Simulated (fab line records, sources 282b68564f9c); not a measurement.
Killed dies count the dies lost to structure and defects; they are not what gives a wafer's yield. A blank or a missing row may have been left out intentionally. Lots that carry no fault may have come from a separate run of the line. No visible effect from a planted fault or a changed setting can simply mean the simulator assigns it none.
The tool behind it: which one? / flow ritCmos / Sampling: 16 lots, 48 wafers, 5 of 202 route steps

WHAT THE GAUGES SHOWED, per wafer
RIT_PLDD_TW_MEAS_10. Usual: PLDD_TW 2345, standard deviation 21.
lot=L183; measured=day 3 04:44; on=filmMetro-01; PLDD_TW=2333 2334 2324; flag=
lot=L184; measured=day 3 05:36; on=filmMetro-02; PLDD_TW=2359 2346 2359; flag=
lot=L185; measured=day 3 10:41; on=filmMetro-01; PLDD_TW=2343 2331 2332; flag=
lot=L186; measured=day 3 12:27; on=filmMetro-03; PLDD_TW=2370 2378 2362; flag=
lot=L187; measured=day 3 16:58; on=filmMetro-02; PLDD_TW=2362 2358 2351; flag=
lot=L189; measured=day 4 02:13; on=filmMetro-03; PLDD_TW=2357 2348 2357; flag=
lot=L190; measured=day 4 06:04; on=filmMetro-02; PLDD_TW=2360 2356 2358; flag=
lot=L191; measured=day 4 11:53; on=filmMetro-01; PLDD_TW=2324 2330 2331; flag=
lot=L192; measured=day 4 15:50; on=filmMetro-02; PLDD_TW=2361 2359 2357; flag=
lot=L193; measured=day 4 21:25; on=filmMetro-01; PLDD_TW=2323 2319 2330; flag=
lot=L195; measured=day 5 07:16; on=filmMetro-02; PLDD_TW=2375 2384 2373; flag=
lot=L196; measured=day 5 11:52; on=filmMetro-01; PLDD_TW=2312 2303 2316; flag=
lot=L199; measured=day 6 03:41; on=filmMetro-03; PLDD_TW=2353 2347 2362; flag=
lot=L200; measured=day 6 07:38; on=filmMetro-01; PLDD_TW=2347 2321 2337; flag=
lot=L201; measured=day 6 13:36; on=filmMetro-01; PLDD_TW=2330 2333 2337; flag=
lot=L202; measured=day 6 18:39; on=filmMetro-02; PLDD_TW=2380 2387 2382; flag=

RIT_CONTACT_OVL_MEAS_09. Usual: CONTACT_OVL -1.2 nm, standard deviation 1.5.
lot=L183; measured=day 3 12:55; on=overlay-01; CONTACT_OVL (nm)=-3.5 -3.6 -0.7; flag=
lot=L184; measured=day 3 13:49; on=overlay-01; CONTACT_OVL (nm)=-0.9 -3.4 -3.0; flag=
lot=L185; measured=day 3 19:17; on=overlay-01; CONTACT_OVL (nm)=0.6 -1.4 0.2; flag=
lot=L186; measured=day 3 20:54; on=overlay-01; CONTACT_OVL (nm)=1.0 0.5 0.1; flag=
lot=L187; measured=day 4 01:13; on=overlay-02; CONTACT_OVL (nm)=-2.1 -0.8 -4.8; flag=
lot=L189; measured=day 4 10:31; on=overlay-01; CONTACT_OVL (nm)=0.4 2.1 -0.8; flag=
lot=L190; measured=day 4 14:29; on=overlay-02; CONTACT_OVL (nm)=-1.8 -0.6 -3.1; flag=
lot=L191; measured=day 4 20:10; on=overlay-02; CONTACT_OVL (nm)=-1.3 -1.6 -3.3; flag=
lot=L192; measured=day 5 00:14; on=overlay-02; CONTACT_OVL (nm)=1.5 -0.9 1.1; flag=
lot=L193; measured=day 5 05:44; on=overlay-01; CONTACT_OVL (nm)=0.4 -2.1 -2.3; flag=
lot=L195; measured=day 5 15:35; on=overlay-01; CONTACT_OVL (nm)=-0.7 -1.2 -2.0; flag=
lot=L196; measured=day 5 20:24; on=overlay-02; CONTACT_OVL (nm)=-1.7 -2.1 -3.3; flag=
lot=L199; measured=day 6 11:53; on=overlay-02; CONTACT_OVL (nm)=317.1 317.8 316.2; flag=OFF
lot=L200; measured=day 6 15:49; on=overlay-01; CONTACT_OVL (nm)=318.5 320.6 320.1; flag=OFF
lot=L201; measured=day 6 21:41; on=overlay-01; CONTACT_OVL (nm)=317.5 318.0 318.6; flag=OFF
lot=L202; measured=day 7 02:56; on=overlay-01; CONTACT_OVL (nm)=318.9 321.5 321.0; flag=OFF

RIT_M1_CD_MEAS_09: the cd target is 2600 nm. Usual: 2600.6 nm for cdNm, sd 2.3.
lot=L183; measured=day 3 15:19; on=cdSem-01; cdNm (nm)=2599.1 2600.0 2599.5; flag=
lot=L184; measured=day 3 16:19; on=cdSem-02; cdNm (nm)=2601.5 2599.9 2600.0; flag=
lot=L185; measured=day 3 21:41; on=cdSem-01; cdNm (nm)=2603.8 2602.0 2603.5; flag=
lot=L186; measured=day 3 23:36; on=cdSem-02; cdNm (nm)=2599.4 2599.9 2599.8; flag=
lot=L187; measured=day 4 03:46; on=cdSem-01; cdNm (nm)=2599.9 2600.0 2599.7; flag=
lot=L189; measured=day 4 13:03; on=cdSem-01; cdNm (nm)=2600.8 2600.6 2601.2; flag=
lot=L190; measured=day 4 17:01; on=cdSem-01; cdNm (nm)=2601.0 2601.6 2601.4; flag=
lot=L191; measured=day 4 22:53; on=cdSem-02; cdNm (nm)=2602.1 2601.4 2601.6; flag=
lot=L192; measured=day 5 02:38; on=cdSem-02; cdNm (nm)=2603.8 2602.4 2604.1; flag=
lot=L193; measured=day 5 08:10; on=cdSem-02; cdNm (nm)=2602.2 2604.1 2605.6; flag=
lot=L195; measured=day 5 18:07; on=cdSem-02; cdNm (nm)=2605.1 2603.6 2605.6; flag=
lot=L196; measured=day 5 22:56; on=cdSem-02; cdNm (nm)=2601.7 2601.5 2599.2; flag=
lot=L199; measured=day 6 14:25; on=cdSem-01; cdNm (nm)=2598.4 2599.2 2596.7; flag=
lot=L200; measured=day 6 18:35; on=cdSem-01; cdNm (nm)=2599.7 2597.6 2597.5; flag=
lot=L201; measured=day 7 00:04; on=cdSem-01; cdNm (nm)=2600.2 2599.3 2600.1; flag=
lot=L202; measured=day 7 05:26; on=cdSem-01; cdNm (nm)=2599.4 2600.1 2600.7; flag=

RIT_M1_OVL_MEAS_10. Usual: M1_OVL -0.2 nm, standard deviation 1.4.
lot=L183; measured=day 3 15:26; on=overlay-02; M1_OVL (nm)=-3.2 -1.1 -0.5; flag=
lot=L184; measured=day 3 16:26; on=overlay-01; M1_OVL (nm)=2.4 1.1 2.3; flag=
lot=L185; measured=day 3 21:47; on=overlay-01; M1_OVL (nm)=-0.6 0.9 -0.1; flag=
lot=L186; measured=day 3 23:43; on=overlay-01; M1_OVL (nm)=1.5 1.6 0.7; flag=
lot=L187; measured=day 4 03:51; on=overlay-02; M1_OVL (nm)=0.5 -0.6 -0.7; flag=
lot=L189; measured=day 4 13:10; on=overlay-02; M1_OVL (nm)=0.5 -1.1 -1.1; flag=
lot=L190; measured=day 4 17:08; on=overlay-01; M1_OVL (nm)=1.0 -0.9 -0.9; flag=
lot=L191; measured=day 4 22:59; on=overlay-01; M1_OVL (nm)=-2.1 0.5 -1.2; flag=
lot=L192; measured=day 5 02:46; on=overlay-01; M1_OVL (nm)=-1.1 -0.5 0.3; flag=
lot=L193; measured=day 5 08:15; on=overlay-01; M1_OVL (nm)=-2.5 0.3 -1.3; flag=
lot=L195; measured=day 5 18:14; on=overlay-02; M1_OVL (nm)=1.8 2.8 1.0; flag=
lot=L196; measured=day 5 23:02; on=overlay-01; M1_OVL (nm)=-0.4 -0.4 0.2; flag=
lot=L199; measured=day 6 14:30; on=overlay-01; M1_OVL (nm)=-1.4 0.9 -0.9; flag=
lot=L200; measured=day 6 18:40; on=overlay-01; M1_OVL (nm)=0.4 2.9 3.7; flag=
lot=L201; measured=day 7 00:11; on=overlay-02; M1_OVL (nm)=-2.2 0.5 0.5; flag=
lot=L202; measured=day 7 05:34; on=overlay-02; M1_OVL (nm)=-3.2 -0.1 -2.1; flag=

TOOL THAT RAN EACH LOT (tool first, then ch and the chambers of the sampled wafers, then the start)
lot=L183; RIT_CONTACT_EXPOSE_05=ilineStepper-02 ch 0, day 3 12:18
lot=L184; RIT_CONTACT_EXPOSE_05=ilineStepper-02 ch 0, day 3 13:11
lot=L185; RIT_CONTACT_EXPOSE_05=ilineStepper-01 ch 0, day 3 18:40
lot=L186; RIT_CONTACT_EXPOSE_05=ilineStepper-02 ch 0, day 3 20:16
lot=L187; RIT_CONTACT_EXPOSE_05=ilineStepper-02 ch 0, day 4 00:36
lot=L189; RIT_CONTACT_EXPOSE_05=ilineStepper-01 ch 0, day 4 09:53
lot=L190; RIT_CONTACT_EXPOSE_05=ilineStepper-01 ch 0, day 4 13:46
lot=L191; RIT_CONTACT_EXPOSE_05=ilineStepper-02 ch 0, day 4 19:34
lot=L192; RIT_CONTACT_EXPOSE_05=ilineStepper-01 ch 0, day 4 23:36
lot=L193; RIT_CONTACT_EXPOSE_05=ilineStepper-02 ch 0, day 5 05:05
lot=L195; RIT_CONTACT_EXPOSE_05=ilineStepper-01 ch 0, day 5 14:56
lot=L196; RIT_CONTACT_EXPOSE_05=ilineStepper-01 ch 0, day 5 19:46
lot=L199; RIT_CONTACT_EXPOSE_05=ilineStepper-02 ch 0, day 6 11:16
lot=L200; RIT_CONTACT_EXPOSE_05=ilineStepper-02 ch 0, day 6 15:12
lot=L201; RIT_CONTACT_EXPOSE_05=ilineStepper-02 ch 0, day 6 21:03
lot=L202; RIT_CONTACT_EXPOSE_05=ilineStepper-02 ch 0, day 7 02:18
- RIT_CONTACT_EXPOSE_05: exposes mask M11, target cd 1000 nm.

WHAT THE TOOLS THEMSELVES READ (means of the sampled wafers that have a number; where no wafer has one, the mark that the record gives instead)
The record holds no such reading with a usual standard deviation.

THE ANSWER, worked out from the rows above alone
Rule: a lot counts as off when the mean over its wafers that have a number is more than 3 standard deviations away from the usual mean. A lot without any number at a reading at which 4 lots or more have one is off too. Where the step has rows for the other lots, those lots are counted as sound. The gauges are gone through in route order, then the tools' own readings, and for those a lot's mean is taken as printed above. At the first step where some lot is off, the reading lying furthest off is the one used; lots without a number count as furthest.
Off: L199, L200, L201, L202, at RIT_CONTACT_OVL_MEAS_09 (CONTACT_OVL).
If a tool, at a process step before that reading, ran all the lots that are off and no sound lot after the first of them, it fits. The gauges at RIT_CONTACT_OVL_MEAS_09 are tried like those tools. One fits: RIT_CONTACT_EXPOSE_05 on ilineStepper-02. Its last sound lot is L193 (day 5 05:05), its first lot that is off L199 (day 6 11:16): a fault that began between those two fits.

WHAT THE SIMULATOR HAD INSERTED
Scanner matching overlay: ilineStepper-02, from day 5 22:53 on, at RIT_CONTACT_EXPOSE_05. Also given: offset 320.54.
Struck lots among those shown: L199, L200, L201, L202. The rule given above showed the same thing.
